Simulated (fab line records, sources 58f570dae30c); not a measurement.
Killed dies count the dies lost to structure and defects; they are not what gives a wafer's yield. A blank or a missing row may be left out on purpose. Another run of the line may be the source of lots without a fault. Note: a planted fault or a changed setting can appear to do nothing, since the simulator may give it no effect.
Lot-split experiment || flow berkeley cmos170 || on a route of 331 steps: 5 lots, 23 wafers read

== ON THE SPLIT ==
At UCB170_PSD_EXPOSE_03 (exposes mask PSELECT MOD, target cd 1200 nm), the setting dose mj was moved away from the recipe's 30 on 8 of the 23 wafers read, by -5.7% to +6.1%. The other wafers ran this setting at the recipe's value.

== FROM THE SPLIT TO THE READING: what the file shows between them, 2 steps ==
- UCB170_PSD_PEB_04
- UCB170_PSD_DEVELOP_05: develop time 45 s

== THE READING ==
cd nm (nm) at UCB170_PSD_CD_MEAS_06, where the cd target is 1200 nm. Fault-free wafers of this fab line usually give 1199.7 nm, standard deviation 1.5 nm.

{"wafer": "L075.1", "tool, chamber at the split": "krf scanner-01, 0", "dose mj as run": 30, "against the recipe": "recipe", "cd nm, nm": 1200.3, "against lot-mates on the recipe": "-"}
{"wafer": "L075.2", "tool, chamber at the split": "krf scanner-01, 0", "dose mj as run": 30, "against the recipe": "recipe", "cd nm, nm": 1200.9, "against lot-mates on the recipe": "-"}
{"wafer": "L075.6", "tool, chamber at the split": "krf scanner-01, 0", "dose mj as run": 30, "against the recipe": "recipe", "cd nm, nm": 1200.2, "against lot-mates on the recipe": "-"}
{"wafer": "L080.2", "tool, chamber at the split": "krf scanner-01, 0", "dose mj as run": 28.3, "against the recipe": "-5.7%", "cd nm, nm": 1189.3, "against lot-mates on the recipe": -11.6}
{"wafer": "L080.3", "tool, chamber at the split": "krf scanner-01, 0", "dose mj as run": 30, "against the recipe": "recipe", "cd nm, nm": 1201.2, "against lot-mates on the recipe": "-"}
{"wafer": "L080.4", "tool, chamber at the split": "krf scanner-01, 0", "dose mj as run": 28.3, "against the recipe": "-5.7%", "cd nm, nm": 1190.6, "against lot-mates on the recipe": -10.3}
{"wafer": "L080.5", "tool, chamber at the split": "krf scanner-01, 0", "dose mj as run": 30, "against the recipe": "recipe", "cd nm, nm": 1200.6, "against lot-mates on the recipe": "-"}
{"wafer": "L080.6", "tool, chamber at the split": "krf scanner-01, 0", "dose mj as run": 28.3, "against the recipe": "-5.7%", "cd nm, nm": 1191.2, "against lot-mates on the recipe": -9.7}
{"wafer": "L076.2", "tool, chamber at the split": "krf scanner-02, 0", "dose mj as run": 30, "against the recipe": "recipe", "cd nm, nm": 1199.3, "against lot-mates on the recipe": "-"}
{"wafer": "L076.3", "tool, chamber at the split": "krf scanner-02, 0", "dose mj as run": 30, "against the recipe": "recipe", "cd nm, nm": 1199.8, "against lot-mates on the recipe": "-"}
{"wafer": "L076.4", "tool, chamber at the split": "krf scanner-02, 0", "dose mj as run": 30, "against the recipe": "recipe", "cd nm, nm": 1198.8, "against lot-mates on the recipe": "-"}
{"wafer": "L076.5", "tool, chamber at the split": "krf scanner-02, 0", "dose mj as run": 30, "against the recipe": "recipe", "cd nm, nm": 1200.0, "against lot-mates on the recipe": "-"}
{"wafer": "L076.6", "tool, chamber at the split": "krf scanner-02, 0", "dose mj as run": 30, "against the recipe": "recipe", "cd nm, nm": 1199.8, "against lot-mates on the recipe": "-"}
{"wafer": "L082.1", "tool, chamber at the split": "krf scanner-01, 0", "dose mj as run": 31.3, "against the recipe": "+4.3%", "cd nm, nm": 1205.2, "against lot-mates on the recipe": "+6.5"}
{"wafer": "L082.2", "tool, chamber at the split": "krf scanner-01, 0", "dose mj as run": 31.3, "against the recipe": "+4.3%", "cd nm, nm": 1206.1, "against lot-mates on the recipe": "+7.4"}
{"wafer": "L082.3", "tool, chamber at the split": "krf scanner-01, 0", "dose mj as run": 31.3, "against the recipe": "+4.3%", "cd nm, nm": 1205.2, "against lot-mates on the recipe": "+6.5"}
{"wafer": "L082.5", "tool, chamber at the split": "krf scanner-01, 0", "dose mj as run": 30, "against the recipe": "recipe", "cd nm, nm": 1199.4, "against lot-mates on the recipe": "-"}
{"wafer": "L082.6", "tool, chamber at the split": "krf scanner-01, 0", "dose mj as run": 30, "against the recipe": "recipe", "cd nm, nm": 1197.9, "against lot-mates on the recipe": "-"}
{"wafer": "L083.1", "tool, chamber at the split": "krf scanner-02, 0", "dose mj as run": 31.82, "against the recipe": "+6.1%", "cd nm, nm": 1214.9, "against lot-mates on the recipe": "+13.2"}
{"wafer": "L083.2", "tool, chamber at the split": "krf scanner-02, 0", "dose mj as run": 30, "against the recipe": "recipe", "cd nm, nm": 1201.2, "against lot-mates on the recipe": "-"}
{"wafer": "L083.4", "tool, chamber at the split": "krf scanner-02, 0", "dose mj as run": 31.82, "against the recipe": "+6.1%", "cd nm, nm": 1214.3, "against lot-mates on the recipe": "+12.6"}
{"wafer": "L083.5", "tool, chamber at the split": "krf scanner-02, 0", "dose mj as run": 30, "against the recipe": "recipe", "cd nm, nm": 1203.5, "against lot-mates on the recipe": "-"}
{"wafer": "L083.6", "tool, chamber at the split": "krf scanner-02, 0", "dose mj as run": 30, "against the recipe": "recipe", "cd nm, nm": 1200.4, "against lot-mates on the recipe": "-"}

FIT RESULTS
A straight line over all 23 wafers: cd nm changes by +1.81 nm for each +1% of dose mj; r = +0.96; the points scatter about the line by 1.8 nm.
The same after taking each lot's own level away (the mean of its wafers on the recipe; 23 wafers): +1.88 nm for each +1%; r = +0.99; scatter 0.97 nm.
That fit puts the effect of the largest move of dose mj on the reading at 11 nm.
Measured against the standard deviation above, the lots' own levels, which go from 1198.65 to 1201.70 nm, span 2.0 times it.
So the lot-to-lot level changes the slope little: the two slopes agree.
Check: with one of the wafers moved furthest among these (+6.1%) left out of the fit, the line predicts +10.9 nm for it against its lot-mates. It came out at +13.2 nm against them.

== THESE WAFERS: OTHER SPLITS ==
Other splits were also applied to these wafers ahead of the reading. Each is held against what the fit with the lots' levels taken away leaves over:
{"other split on the same wafers": "UCB170_NWELL_OXIDATION_01 temp c", "wafers away from the commonest value": 15, "r with cd nm (lot level and that fit taken away)": "+0.03"}
{"other split on the same wafers": "UCB170_ACTIVE_CVD_05 sih2cl2 flow sccm", "wafers away from the commonest value": 15, "r with cd nm (lot level and that fit taken away)": "+0.40"}
{"other split on the same wafers": "UCB170_PFIELD_IMPLANT_07 energy kev", "wafers away from the commonest value": 5, "r with cd nm (lot level and that fit taken away)": "+0.09"}
{"other split on the same wafers": "UCB170_PVT_COAT_01 spin rpm", "wafers away from the commonest value": 5, "r with cd nm (lot level and that fit taken away)": "+0.11"}
{"other split on the same wafers": "UCB170_PVT_DEVELOP_05 dev temp c", "wafers away from the commonest value": 10, "r with cd nm (lot level and that fit taken away)": "+0.02"}
{"other split on the same wafers": "UCB170_PLDD_EXPOSE_03 dose mj", "wafers away from the commonest value": 8, "r with cd nm (lot level and that fit taken away)": "+0.17"}
{"other split on the same wafers": "UCB170_NLDD_EXPOSE_03 dose mj", "wafers away from the commonest value": 6, "r with cd nm (lot level and that fit taken away)": "+0.29"}

== THE FILE'S OWN FIT ==
cd nm changes by +1.91 nm for each +1% of dose mj, r = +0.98.
